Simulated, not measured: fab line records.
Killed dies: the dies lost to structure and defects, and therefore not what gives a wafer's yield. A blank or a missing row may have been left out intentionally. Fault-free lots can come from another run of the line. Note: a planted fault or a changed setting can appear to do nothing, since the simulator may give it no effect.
Problem report in the 8D (eight disciplines) form, filled by code || flow berkeleyCmos170 || the parts of the form that need people (team, actions taken, sign-off) are left out

1. THE ISSUE
Wafers without a fault read 18.10 s, standard deviation 0.093; stripTimeToEndpointS at UCB170_ACTIVE_STRIP_16 reads a mean of 15.91 s on 9 wafers belonging to 3 lots. That is -24 standard deviations from the usual mean.
The step: strips in O2.
First seen on wafer L877.1, day 8 00:58, on plasmaAsher-03. Wafers with a number at this step in the record: 45, from 15 lots. Rule for "out", or "out of limits": more than 4 standard deviations from the usual mean. Any other wafer with a number is counted as sound.

2. WHAT IT IS, AND WHAT IT ISN'T
{"question": "which readings at this step", "is": "stripTimeToEndpointS", "is not": "o2FlowSccm, oesProductAu"}
{"question": "which lots", "is": "L877, L878, L881", "is not": "L864, L865, L866, L868, L869, L870, L871, L873, L876, L879, L882, L884"}
{"question": "which wafers of those lots", "is": "all that have a number", "is not": "-"}
{"question": "read on which tools", "is": "plasmaAsher-01, plasmaAsher-03, plasmaAsher-04", "is not": "-"}
{"question": "when", "is": "from day 8 00:58", "is not": "up to then (27 sound wafers); but 9 sound wafers of L879, L882, L884 came after"}

3. WHAT RULES OUT EACH SUSPECT
Counting: a tool at a process step up to the reading stays a suspect if it ran every lot that is out and no sound lot after the first of them.
- rieDiel-03 at UCB170_ACTIVE_ETCH_15 (etches Si3N4 in CH3F/Ar/O2, stops on SiO2, target depth 242 nm, time 151 s): kept. It ran every lot that is out, first L877 (day 8 00:52), and no sound lot after that; its last sound lot up to then is L871 (day 6 20:22).
After counting, what remains is rieDiel-03 at UCB170_ACTIVE_ETCH_15.

4. THE CAUSE (what the simulator had put in)
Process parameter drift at UCB170_ACTIVE_ETCH_15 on rieDiel-03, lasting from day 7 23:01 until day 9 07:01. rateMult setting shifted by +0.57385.
Only this tool survived the counting.

5. THE EFFECT CHAIN, in route order
Each row: a reading where the mean over the struck wafers with a number is more than 3 standard deviations away from the usual. Scope: only readings with a usual standard deviation given in the record; hours: median across lots of the time from each lot's start at the first step in this table that gives one to its start at this step; sigmas: change in usual standard deviations.
{"hours": 0, "step": "UCB170_ACTIVE_STRIP_16", "reading": "stripTimeToEndpointS", "usual": "18.10 s", "on struck wafers": 15.91, "change": -2.19, "sigmas": -24}
Process steps it contains:
- UCB170_ACTIVE_STRIP_16: strips in O2.
Later measuring or inspecting steps at which every struck wafer that the step has a row for has a number for every such reading, and none has moved that far: UCB170_ACTIVE_CD_MEAS_90, UCB170_PFIELD_OVL_MEAS_06, UCB170_SACOX_THK_MEAS_02.

6. WHAT WOULD HAVE CAUGHT IT SOONER
In this record no reading fell out of limits until day 8 00:58, 2 hours after the fault had begun at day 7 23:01.
Of the tool readings at UCB170_ACTIVE_ETCH_15 for which the record gives a usual standard deviation, none was out on any struck wafer, so an alarm limit of 4 standard deviations on them would not have fired.
Among the 3 lots that are out, L878, L881 began UCB170_ACTIVE_ETCH_15 on rieDiel-03 after day 8 00:58. A hold on the tool at that time would have spared those 2.
